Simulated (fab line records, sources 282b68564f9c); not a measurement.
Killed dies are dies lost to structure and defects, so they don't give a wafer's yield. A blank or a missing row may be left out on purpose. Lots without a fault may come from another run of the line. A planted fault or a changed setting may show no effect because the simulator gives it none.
fab line records | flow rit_cmos
record lots=13 wafers=39 last_day=7
route steps=202 shown PLDD@159 CONTACT@177 M1@196
lots that met no fault: from a run of the same line without faults
start_h: hours from the record's first day to the start of the lot's first wafer shown | wait_h: hours since the lot's step before | " the same as in the row above | L1.1+2: a row that stands for several wafers | - no value, or no start given | * or withheld: withheld | < > ~ a bound
route shown NAME@n: a module of which the file shows steps, and the number in the route of the first | usual: mean/standard deviation of fault-free wafers | same: alike in all rows | chamber/n: place in a boat | sites: the reading at each site | _std_site: their standard deviation | _edge_site: outer sites' mean less inner sites' | radius_mm: how far each site lies from the wafer's centre | mask NAME#n: copy n | behind: the tool/chamber that last shaped the wafer | hold: why the lot was held/for how many hours/how that ended | device: the transistor (n, p or np) that didn't switch | end of line: the same wafers' tests at the end of the route | a step without rows: its recipe alone | killed: dies lost to structure and defects at the first sort, not the wafer's yield | map: a wafer's dies, x killed, . not, _ none there
set.NAME: the setting as run; set.NAME@STEP: as run at that earlier step | model.NAME: the simulator's own value behind a step, which no gauge read
steps of the route over a sample of lots; a table a step, a row a wafer
services: from which hour (start_h, from the record's first day; less than 0 if before it) a tool's chamber was out of use, for how many hours, and why
## steps
# step RIT_SDANNEAL_RS_MEAS_06
# recipe thk_meas_gauge=four-point-probe
# usual PLDD_RS=178.4/0.48
# columns lot.wafer tool chamber start_h wait_h PLDD_RS[ohm/sq]
L353.2 film_metro-04 - 49.28 0.1 177.9
L353.4 " - " " 177.6
L353.5 " - " " 178.1
L354.1 film_metro-03 - 56.70 0.1 178.4
L354.4 " - " " 178.9
L354.6 " - " " 178.4
L355.1 film_metro-04 - 61.22 0.1 178.3
L355.4 " - " " 178.1
L355.6 " - " " 178.5
L360.2 film_metro-03 - 89.69 0.1 178.7
L360.3 " - " " 179.0
L360.4 " - " " 179.4
L363.1 film_metro-04 - 99.79 0.1 178.9
L363.3 " - " " 179.1
L363.6 " - " " 178.8
L365.2 film_metro-02 - 108.99 0.1 179.0
L365.4 " - " " 178.8
L365.5 " - " " 178.5
L367.1 film_metro-02 - 120.77 0.1 178.9
L367.2 " - " " 178.9
L367.3 " - " " 178.9
L368.1 film_metro-04 - 125.25 0.1 179.5
L368.4 " - " " 179.4
L368.5 " - " " 179.6
L370.1 film_metro-02 - 137.19 0.1 178.3
L370.2 " - " " 178.6
L370.6 " - " " 178.3
L372.1 film_metro-02 - 145.33 0.1 178.9
L372.2 " - " " 178.5
L372.4 " - " " 178.2
L373.2 film_metro-02 - 153.62 0.1 178.9
L373.5 " - " " 178.9
L373.6 " - " " 178.9
L375.1 film_metro-02 - 161.69 0.1 178.9
L375.5 " - " " 178.7
L375.6 " - " " 178.7
L376.2 film_metro-04 - 167.33 0.1 177.8
L376.3 " - " " 178.7
L376.4 " - " " 178.2
# step RIT_CONTACT_OVL_MEAS_09
# usual CONTACT_OVL=0.5/1.4
# columns lot.wafer tool chamber start_h wait_h CONTACT_OVL[nm]
L353.2 overlay-02 - 51.40 0.1 -1.5
L353.4 " - " " 0.6
L353.5 " - " " 0.0
L354.1 overlay-01 - 58.80 0.1 0.3
L354.4 " - " " -1.7
L354.6 " - " " 0.0
L355.1 overlay-01 - 63.25 0.1 2.7
L355.4 " - " " 2.2
L355.6 " - " " 2.2
L360.2 overlay-02 - 91.67 0.1 -1.2
L360.3 " - " " 0.9
L360.4 " - " " -2.3
L363.1 overlay-02 - 101.88 0.1 0.1
L363.3 " - " " -1.3
L363.6 " - " " -0.3
L365.2 overlay-02 - 110.93 0.1 -0.8
L365.4 " - " " -0.9
L365.5 " - " " 0.8
L367.1 overlay-02 - 122.93 0.1 2.5
L367.2 " - " " 1.9
L367.3 " - " " 2.6
L368.1 overlay-02 - 127.21 0.1 0.0
L368.4 " - " " -0.4
L368.5 " - " " 0.8
L370.1 overlay-01 - 139.17 0.1 -1.4
L370.2 " - " " -0.8
L370.6 " - " " -1.7
L372.1 overlay-01 - 147.41 0.1 -0.1
L372.2 " - " " 0.2
L372.4 " - " " 0.3
L373.2 overlay-02 - 155.56 0.1 1.1
L373.5 " - " " 1.2
L373.6 " - " " 1.7
L375.1 overlay-01 - 163.68 0.1 -0.3
L375.5 " - " " -0.4
L375.6 " - " " 0.3
L376.2 overlay-01 - 169.39 0.1 2.8
L376.3 " - " " 2.7
L376.4 " - " " 2.9
# step RIT_M1_METAL_ETCH_12
# recipe stop_on=SiO2 chemistry=Cl2/BCl3 target=Al time_s=165 over_etch_frac=0.5 pressure_mtorr=100 target_depth_a=6000 rf_w=257 Cl2_flow_sccm=60 bcl3_flow_sccm=50
# usual drypump_motor_current_A=5.9/0.4 he_backside_leak_sccm=3.4/0.36 oes_product_au=0.772/0.012 over_etch_frac=0.5/0 throttle_valve_pct=8.26/0.08
# same time_s=165
# columns lot.wafer tool chamber start_h wait_h drypump_motor_current_A he_backside_leak_sccm oes_product_au over_etch_frac rf_hours_counter_h throttle_valve_pct
L353.2 rie_metal-03 1 54.18 0.2 6.0 3.5 0.788 0.5 37 8.25
L353.4 " 1 " " 6.0 3.6 0.789 0.5 - 8.23
L353.5 " 0 " " 6.1 3.5 0.791 0.5 - 8.35
L354.1 rie_metal-04 1 61.71 0.2 5.9 3.6 0.780 0.5 1 8.24
L354.4 " 0 " " 5.3 3.1 0.762 0.5 - 8.36
L354.6 " 1 " " 5.9 3.7 0.777 0.5 - 8.25
L355.1 rie_metal-02 1 66.04 0.2 5.6 3.2 0.773 0.5 2 8.28
L355.4 " 0 " " 6.6 3.3 0.752 0.5 - 8.10
L355.6 " 1 " " 5.6 3.2 0.771 0.5 - 8.28
L360.2 rie_metal-04 0 94.45 0.2 5.3 3.2 0.620 1.25 1 8.38
L360.3 " 0 " " 5.3 3.3 0.637 1.25 - 8.36
L360.4 " 1 " " 5.9 3.6 0.787 0.5 - 8.24
L363.1 rie_metal-04 1 104.87 0.2 5.9 3.6 0.776 0.5 1 8.23
L363.3 " 0 " " 5.3 3.3 0.626 1.25 - 8.37
L363.6 " 1 " " 5.9 3.6 0.781 0.5 - 8.24
L365.2 rie_metal-03 1 113.72 0.2 6.0 3.5 0.773 0.5 38 8.24
L365.4 " 1 " " 6.0 3.5 0.772 0.5 - 8.25
L365.5 " 0 " " 6.1 3.7 0.776 0.5 - 8.33
L367.1 rie_metal-02 1 125.87 0.2 5.6 3.1 0.782 0.5 3 8.28
L367.2 " 0 " " 6.6 3.3 0.755 0.5 3 8.13
L367.3 " 1 " " 5.6 3.0 0.771 0.5 - 8.30
L368.1 rie_metal-03 1 130.02 0.2 6.0 3.4 0.776 0.5 38 8.25
L368.4 " 1 " " 6.0 3.6 0.783 0.5 - 8.25
L368.5 " 0 " " 6.1 3.6 0.775 0.5 - 8.35
L370.1 rie_metal-02 0 142.23 0.2 6.6 3.3 0.754 0.5 3 8.13
L370.2 " 1 " " 5.6 3.1 0.790 0.5 3 8.28
L370.6 " 1 " " 5.6 3.0 0.770 0.5 - 8.29
L372.1 rie_metal-02 0 150.19 0.2 6.6 3.3 0.766 0.5 3 8.11
L372.2 " 1 " " 5.6 3.1 0.772 0.5 3 8.30
L372.4 " 0 " " 6.6 3.3 0.763 0.5 - 8.11
L373.2 rie_metal-03 1 158.59 0.2 6.0 3.5 0.778 0.5 0 8.25
L373.5 " 0 " " 6.1 3.2 0.770 0.5 - 8.34
L373.6 " 1 " " 6.0 3.6 0.767 0.5 - 8.24
L375.1 rie_metal-02 0 166.48 0.2 6.6 3.2 0.754 0.5 4 8.12
L375.5 " 1 " " 5.6 3.2 0.781 0.5 - 8.27
L375.6 " 0 " " 6.6 3.2 0.752 0.5 - 8.11
L376.2 rie_metal-03 1 172.48 0.2 6.0 3.5 0.770 0.5 0 8.25
L376.3 " 1 " " 6.0 3.5 0.770 0.5 - 8.25
L376.4 " 0 " " 6.1 3.5 0.756 0.5 - 8.33
# step RIT_M1_STRIP_14
# recipe chemistry=O2 time_s=180 platen_temp_c=withheld power_w=500 pressure_mtorr=4000 o2_flow_sccm=4000
# usual drypump_motor_current_A=5.5/0.32
# same time_s=180
# columns lot.wafer tool chamber start_h wait_h drypump_motor_current_A rf_hours_counter_h
L353.2 plasma_asher-04 0 54.52 0.0 5.2 29
L353.4 " 1 " " 5.6 -
L353.5 " 0 " " 5.2 -
L354.1 plasma_asher-03 0 62.06 0.0 5.2 44
L354.4 " 1 " " 6.0 -
L354.6 " 0 " " 5.2 -
L355.1 plasma_asher-01 1 66.38 0.0 5.7 44
L355.4 " 1 " " 5.7 -
L355.6 " 1 " " 5.6 -
L360.2 plasma_asher-03 1 94.81 0.0 6.0 48
L360.3 " 1 " " 6.1 -
L360.4 " 0 " " 5.1 -
L363.1 plasma_asher-04 1 105.21 0.0 5.6 35
L363.3 " 0 " " 5.2 -
L363.6 " 0 " " 5.2 -
L365.2 plasma_asher-03 0 114.13 0.0 5.2 50
L365.4 " 1 " " 6.1 -
L365.5 " 1 " " 6.1 -
L367.1 plasma_asher-01 1 126.23 0.0 5.6 49
L367.2 " 0 " " 5.6 49
L367.3 " 0 " " 5.6 -
L368.1 plasma_asher-03 1 130.37 0.0 6.0 52
L368.4 " 1 " " 6.0 -
L368.5 " 1 " " 6.0 -
L370.1 plasma_asher-04 1 142.58 0.0 5.6 40
L370.2 " 0 " " 5.2 40
L370.6 " 1 " " 5.6 -
L372.1 plasma_asher-04 0 150.55 0.0 5.2 40
L372.2 " 1 " " 5.6 40
L372.4 " 0 " " 5.2 -
L373.2 plasma_asher-01 0 158.93 0.0 5.6 52
L373.5 " 0 " " 5.6 -
L373.6 " 1 " " 5.6 -
L375.1 plasma_asher-01 0 166.82 0.0 5.6 53
L375.5 " 0 " " 5.6 -
L375.6 " 1 " " 5.6 -
L376.2 plasma_asher-03 1 172.82 0.0 6.0 56
L376.3 " 0 " " 5.2 -
L376.4 " 1 " " 6.0 -
# step RIT_M1_CD_MEAS_90
# recipe target_cd_nm=2600
# usual cd_nm=2599.2/2.8
# columns lot.wafer tool chamber start_h wait_h cd_nm
L353.2 cd_sem-02 - 54.71 0.1 2598.1
L353.4 " - " " 2599.8
L353.5 " - " " 2599.3
L354.1 cd_sem-02 - 62.24 0.1 2602.8
L354.4 " - " " 2602.6
L354.6 " - " " 2605.5
L355.1 cd_sem-02 - 66.55 0.1 2595.3
L355.4 " - " " 2599.8
L355.6 " - " " 2598.8
L360.2 cd_sem-01 - 95.00 0.1 2586.9
L360.3 " - " " 2587.9
L360.4 " - " " 2599.7
L363.1 cd_sem-02 - 105.38 0.1 2598.1
L363.3 " - " " 2589.3
L363.6 " - " " 2599.1
L365.2 cd_sem-02 - 114.32 0.1 2602.0
L365.4 " - " " 2603.4
L365.5 " - " " 2594.4
L367.1 cd_sem-01 - 126.40 0.1 2598.6
L367.2 " - " " 2601.3
L367.3 " - " " 2598.5
L368.1 cd_sem-01 - 130.54 0.1 2601.2
L368.4 " - " " 2600.0
L368.5 " - " " 2597.9
L370.1 cd_sem-01 - 142.76 0.1 2602.2
L370.2 " - " " 2598.3
L370.6 " - " " 2599.2
L372.1 cd_sem-01 - 150.72 0.1 2600.0
L372.2 " - " " 2600.7
L372.4 " - " " 2599.5
L373.2 cd_sem-01 - 159.12 0.1 2596.0
L373.5 " - " " 2595.1
L373.6 " - " " 2596.6
L375.1 cd_sem-01 - 167.00 0.1 2602.4
L375.5 " - " " 2597.6
L375.6 " - " " 2601.1
L376.2 cd_sem-02 - 173.02 0.1 2596.5
L376.3 " - " " 2597.7
L376.4 " - " " 2594.8
# step RIT_M1_PROBE_99
# usual defect_limited_yield=97.2/1.1 killed_at_M0_to_M3=0.0/0.14 killed_at_contacts=0.1/0.27 killed_at_front_end=7.2/2.9 killed_dies=7.3/2.9 killed_open=3.6/1.9 killed_short=3.8/1.9 sort_bin_3_pad_short=0.1/0.19 sort_bin_5_function=1.5/0.78 sort_bin_6_memory=1.2/0.71 sort_n_pass=256.7/2.9 sort_yield_pct=97.2/1.1
# same gross_dies=264 killed_at_M4_up=0 killed_at_back_side=0 killed_at_other=0
# columns lot.wafer tool chamber start_h wait_h defect_limited_yield[%] killed_at_M0_to_M3 killed_at_contacts killed_at_front_end killed_dies killed_open killed_short sort_bin_3_pad_short[%] sort_bin_5_function[%] sort_bin_6_memory[%] sort_n_pass sort_yield_pct[%]
L353.2 prober-02 - 59.96 0.1 98.9 0 0 3 3 1 2 0 0.4 0.8 261.0 98.9
L353.4 prober-02 - 60.06 0.2 97.3 0 0 7 7 4 3 0.4 1.1 1.1 257.0 97.3
L353.5 prober-02 - 60.11 0.2 97.0 0 0 8 8 5 3 0 2.3 0.8 256.0 97.0
L354.1 prober-01 - 65.99 0.1 98.1 0 0 5 5 2 3 0.4 0.8 0.8 259.0 98.1
L354.4 prober-01 - 66.14 0.2 96.6 0 1 8 9 5 4 0 1.1 2.3 255.0 96.6
L354.6 prober-01 - 66.24 0.2 97.7 0 0 6 6 2 4 0 1.9 0.4 258.0 97.7
L355.1 prober-01 - 68.76 0.1 96.6 0 0 9 9 5 4 0 1.5 1.9 255.0 96.6
L355.4 prober-01 - 68.91 0.2 97.0 0 0 8 8 3 5 0 1.9 1.1 256.0 97.0
L355.6 prober-01 - 69.01 0.2 96.2 0 0 10 10 5 5 0.4 1.1 2.3 254.0 96.2
L360.2 prober-02 - 96.77 0.1 97.3 1 0 6 7 4 3 0 0.4 2.3 257.0 97.3
L360.3 prober-02 - 96.82 0.2 95.8 0 0 11 11 6 5 0 2.7 1.5 253.0 95.8
L360.4 prober-02 - 96.87 0.2 95.1 0 0 13 13 7 6 0 3.0 1.9 251.0 95.1
L363.1 prober-01 - 107.12 0.1 97.0 0 0 8 8 4 4 0 1.9 1.1 256.0 97.0
L363.3 prober-01 - 107.22 0.2 96.6 0 0 9 9 2 7 0.4 2.3 0.8 255.0 96.6
L363.6 prober-01 - 107.37 0.2 96.6 0 1 8 9 4 5 0.4 1.5 1.5 255.0 96.6
L365.2 prober-01 - 116.09 0.1 97.0 0 0 8 8 2 6 0 1.9 1.1 256.0 97.0
L365.4 prober-01 - 116.19 0.2 98.9 0 0 3 3 1 2 0 1.1 0 261.0 98.9
L365.5 prober-01 - 116.24 0.2 98.5 0 0 4 4 3 1 0.4 0.4 0.8 260.0 98.5
L367.1 prober-01 - 128.14 0.1 97.7 0 0 6 6 2 4 0.4 1.5 0.4 258.0 97.7
L367.2 prober-01 - 128.19 0.1 97.3 0 0 7 7 5 2 0 1.5 1.1 257.0 97.3
L367.3 prober-01 - 128.24 0.2 96.6 0 0 9 9 6 3 0 1.5 1.9 255.0 96.6
L368.1 prober-02 - 132.28 0.1 98.5 0 1 3 4 4 0 0 1.1 0.4 260.0 98.5
L368.4 prober-02 - 132.43 0.2 97.3 0 0 7 7 2 5 0.8 1.1 0.8 257.0 97.3
L368.5 prober-02 - 132.48 0.2 97.3 0 0 7 7 3 4 0 1.9 0.8 257.0 97.3
L370.1 prober-02 - 144.50 0.1 96.2 0 0 10 10 6 4 0 3.0 0.8 254.0 96.2
L370.2 prober-02 - 144.55 0.1 99.2 0 0 2 2 1 1 0 0.4 0.4 262.0 99.2
L370.6 prober-02 - 144.75 0.2 97.7 0 0 6 6 2 4 0 1.1 1.1 258.0 97.7
L372.1 prober-02 - 152.46 0.1 96.6 0 0 9 9 3 6 0 3.0 0.4 255.0 96.6
L372.2 prober-02 - 152.51 0.1 96.2 0 0 10 10 3 7 0 1.9 1.9 254.0 96.2
L372.4 prober-02 - 152.61 0.2 93.9 0 0 16 16 5 11 0 3.0 3.0 248.0 93.9
L373.2 prober-01 - 160.89 0.1 98.1 0 0 5 5 2 3 0.4 0 1.5 259.0 98.1
L373.5 prober-01 - 161.04 0.2 98.5 0 0 4 4 3 1 0 1.1 0.4 260.0 98.5
L373.6 prober-01 - 161.09 0.2 97.3 0 0 7 7 0 7 0 1.1 1.5 257.0 97.3
L375.1 prober-01 - 168.74 0.1 96.6 0 0 9 9 4 5 0 1.9 1.5 255.0 96.6
L375.5 prober-01 - 168.94 0.2 94.7 0 0 14 14 8 6 0.4 3.4 1.5 250.0 94.7
L375.6 prober-01 - 168.99 0.2 98.1 0 0 5 5 4 1 0.4 1.1 0.4 259.0 98.1
L376.2 prober-02 - 174.79 0.1 97.7 0 0 6 6 3 3 0 1.5 0.8 258.0 97.7
L376.3 prober-02 - 174.84 0.2 95.5 0 0 12 12 5 7 0.4 2.7 1.5 252.0 95.5
L376.4 prober-02 - 174.89 0.2 97.3 0 0 7 7 4 3 0 1.9 0.8 257.0 97.3
# killed by level:class
L353.2 GATE:geometric_particle:short=1 GATE:geometric_particle:open=1 REOX:geometric_particle:short=1
L353.4 REOX:geometric_particle:short=2 FOX1:geometric_particle:open=1 GATE:geometric_particle:open=1 GATE:geometric_particle:short=1 REOX:geometric_particle:open=1 SILICIDE:geometric_particle:open=1
L353.5 REOX:geometric_particle:open=3 FOX1:geometric_particle:short=1 FOX2:geometric_particle:open=1 GATE:geometric_particle:open=1 GATE:geometric_particle:short=1 REOX:geometric_particle:short=1
L354.1 FOX1:geometric_particle:open=1 FOX1:geometric_particle:short=1 FOX2:geometric_particle:open=1 GATE:geometric_particle:short=1 SPACER:geometric_particle:short=1
L354.4 GATE:geometric_particle:open=2 FOX2:geometric_particle:open=1 GATE:geometric_particle:short=1 REOX:geometric_particle:short=1 SPACER:geometric_particle:short=1 SPACER:geometric_particle:open=1 SILICIDE:geometric_particle:open=1 CONTACT:geometric_particle:short=1
L354.6 GATE:geometric_particle:short=3 GATE:geometric_particle:open=2 SPACER:geometric_particle:short=1
L355.1 FOX1:geometric_particle:open=3 GATE:geometric_particle:open=2 SPACER:geometric_particle:short=2 GATE:geometric_particle:short=1 REOX:geometric_particle:short=1
L355.4 GATE:geometric_particle:short=3 FOX1:geometric_particle:open=1 GATE:geometric_particle:open=1 REOX:geometric_particle:short=1 SILICIDE:geometric_particle:open=1 SILICIDE:geometric_particle:short=1
L355.6 REOX:geometric_particle:short=3 ACTIVE:geometric_particle:short=1 FOX1:geometric_particle:open=1 GATE:geometric_particle:open=1 GATE:geometric_particle:short=1 REOX:geometric_particle:open=1 SPACER:geometric_particle:open=1 SILICIDE:geometric_particle:open=1
L360.2 GATE:geometric_particle:short=2 SPACER:geometric_particle:open=2 GATE:geometric_particle:open=1 REOX:geometric_particle:open=1 M1:geometric_particle:short=1
L360.3 GATE:geometric_particle:open=5 GATE:geometric_particle:short=3 FOX2:geometric_particle:open=1 REOX:geometric_particle:short=1 SILICIDE:geometric_particle:short=1
L360.4 GATE:geometric_particle:short=3 FOX1:geometric_particle:open=2 FOX1:geometric_particle:short=2 GATE:geometric_particle:open=2 FOX2:geometric_particle:open=1 REOX:geometric_particle:open=1 REOX:geometric_particle:short=1 SPACER:geometric_particle:open=1
L363.1 GATE:geometric_particle:short=2 FOX1:geometric_particle:short=1 GATE:geometric_particle:open=1 REOX:geometric_particle:open=1 REOX:geometric_particle:short=1 SPACER:geometric_particle:open=1 SILICIDE:geometric_particle:open=1
L363.3 FOX1:geometric_particle:short=4 GATE:geometric_particle:open=1 GATE:geometric_particle:short=1 REOX:geometric_particle:open=1 REOX:geometric_particle:short=1 SILICIDE:geometric_particle:short=1
L363.6 GATE:geometric_particle:short=2 SILICIDE:geometric_particle:open=2 FOX1:geometric_particle:open=1 GATE:geometric_particle:open=1 SPACER:geometric_particle:short=1 SILICIDE:geometric_particle:short=1 CONTACT:geometric_particle:short=1
L365.2 GATE:geometric_particle:short=5 FOX2:geometric_particle:open=1 FOX2:geometric_particle:short=1 REOX:geometric_particle:open=1
L365.4 GATE:geometric_particle:short=1 GATE:geometric_particle:open=1 REOX:geometric_particle:short=1
L365.5 GATE:geometric_particle:open=2 FOX1:geometric_particle:open=1 SILICIDE:geometric_particle:short=1
L367.1 FOX1:geometric_particle:short=2 GATE:geometric_particle:short=1 REOX:geometric_particle:open=1 GATE:geometric_particle:open=1 REOX:geometric_particle:short=1
L367.2 FOX1:geometric_particle:open=2 SPACER:geometric_particle:open=2 FOX1:geometric_particle:short=1 GATE:geometric_particle:short=1 REOX:geometric_particle:open=1
L367.3 GATE:geometric_particle:open=3 FOX1:geometric_particle:open=1 FOX1:geometric_particle:short=1 GATE:geometric_particle:short=1 REOX:geometric_particle:open=1 SPACER:geometric_particle:short=1 SILICIDE:geometric_particle:open=1
L368.1 FOX1:geometric_particle:open=1 GATE:geometric_particle:open=1 SPACER:geometric_particle:open=1 CONTACT:geometric_particle:open=1
L368.4 GATE:geometric_particle:short=3 GATE:geometric_particle:open=2 FOX1:geometric_particle:short=1 SILICIDE:geometric_particle:short=1
L368.5 GATE:geometric_particle:short=3 GATE:geometric_particle:open=2 REOX:geometric_particle:open=1 SILICIDE:geometric_particle:short=1
L370.1 GATE:geometric_particle:short=4 GATE:geometric_particle:open=2 SILICIDE:geometric_particle:open=2 FOX1:geometric_particle:open=1 FOX2:geometric_particle:open=1
L370.2 FOX1:geometric_particle:short=1 FOX1:geometric_particle:open=1
L370.6 GATE:geometric_particle:short=2 FOX1:geometric_particle:short=1 FOX2:geometric_particle:open=1 SPACER:geometric_particle:short=1 SILICIDE:geometric_particle:open=1
L372.1 GATE:geometric_particle:open=2 GATE:geometric_particle:short=2 FOX1:geometric_particle:short=1 FOX2:geometric_particle:short=1 REOX:geometric_particle:short=1 SPACER:geometric_particle:short=1 SILICIDE:geometric_particle:open=1
L372.2 FOX2:geometric_particle:short=3 FOX1:geometric_particle:open=1 FOX1:geometric_particle:short=1 GATE:geometric_particle:short=1 GATE:geometric_particle:open=1 REOX:geometric_particle:short=1 SPACER:geometric_particle:short=1 SILICIDE:geometric_particle:open=1
L372.4 GATE:geometric_particle:short=6 GATE:geometric_particle:open=3 FOX2:geometric_particle:short=2 SILICIDE:geometric_particle:short=2 FOX1:geometric_particle:short=1 FOX2:geometric_particle:open=1 SILICIDE:geometric_particle:open=1
L373.2 GATE:geometric_particle:short=2 FOX2:geometric_particle:open=1 FOX2:geometric_particle:short=1 GATE:geometric_particle:open=1
L373.5 GATE:geometric_particle:open=2 REOX:geometric_particle:short=1 SILICIDE:geometric_particle:open=1
L373.6 GATE:geometric_particle:short=3 FOX1:geometric_particle:short=2 FOX2:geometric_particle:short=1 SILICIDE:geometric_particle:short=1
L375.1 GATE:geometric_particle:open=3 GATE:geometric_particle:short=2 FOX1:geometric_particle:short=1 SPACER:geometric_particle:open=1 SPACER:geometric_particle:short=1 SILICIDE:geometric_particle:short=1
L375.5 GATE:geometric_particle:open=7 GATE:geometric_particle:short=4 SPACER:geometric_particle:short=2 REOX:geometric_particle:open=1
L375.6 GATE:geometric_particle:open=2 SILICIDE:geometric_particle:open=2 GATE:geometric_particle:short=1
L376.2 FOX2:geometric_particle:short=2 FOX2:geometric_particle:open=1 GATE:geometric_particle:open=1 REOX:geometric_particle:short=1 SILICIDE:geometric_particle:open=1
L376.3 GATE:geometric_particle:short=3 GATE:geometric_particle:open=2 SPACER:geometric_particle:short=2 SPACER:geometric_particle:open=2 FOX1:geometric_particle:open=1 FOX1:geometric_particle:short=1 SILICIDE:geometric_particle:short=1
L376.4 GATE:geometric_particle:open=3 FOX1:geometric_particle:short=2 GATE:geometric_particle:short=1 REOX:geometric_particle:open=1
## services
# columns tool chamber start_h hours kind
plasma_asher-01 - 31.34 1.6 repair
rie_metal-03 - 45.42 2.8 pm
plasma_asher-01 - 83.32 14.6 pm
rie_metal-04 1 109.33 1.5 repair
rie_metal-02 - 132.35 1.4 pm
rie_metal-03 - 136.12 20.0 pm
rie_metal-03 0 136.12 20.0 vent_cycle
rie_metal-03 1 136.12 20.0 vent_cycle
rie_metal-04 - 143.40 0.5 repair
rie_metal-03 0 156.12 - clean
rie_metal-03 1 156.12 - clean
## key
first_sign step=RIT_M1_METAL_ETCH_12 reading=over_etch_frac direction=up sigmas=99+ usual=0.5 struck=1.25
effect step=RIT_M1_METAL_ETCH_12 reading=oes_product_au direction=down sigmas=12 usual=0.772 struck=0.627
effect step=RIT_M1_CD_MEAS_90 reading=cd_nm direction=down sigmas=4 usual=2599.2 struck=2588.0
met_at RIT_M1_METAL_ETCH_12
struck_lots L360,L363
struck_wafers L360.2,L360.3,L363.3
not_acting_at RIT_SDANNEAL_RS_MEAS_06,RIT_CONTACT_OVL_MEAS_09,RIT_M1_STRIP_14
onset_between 61.71 94.45
fault kind=process_parameter_drift tool=rie_metal-04 chamber=0 onset_h=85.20 steps=RIT_M1_METAL_ETCH_12 channel=over_etch_frac offset=0.75 shape=step end_h=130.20 stated=0.5
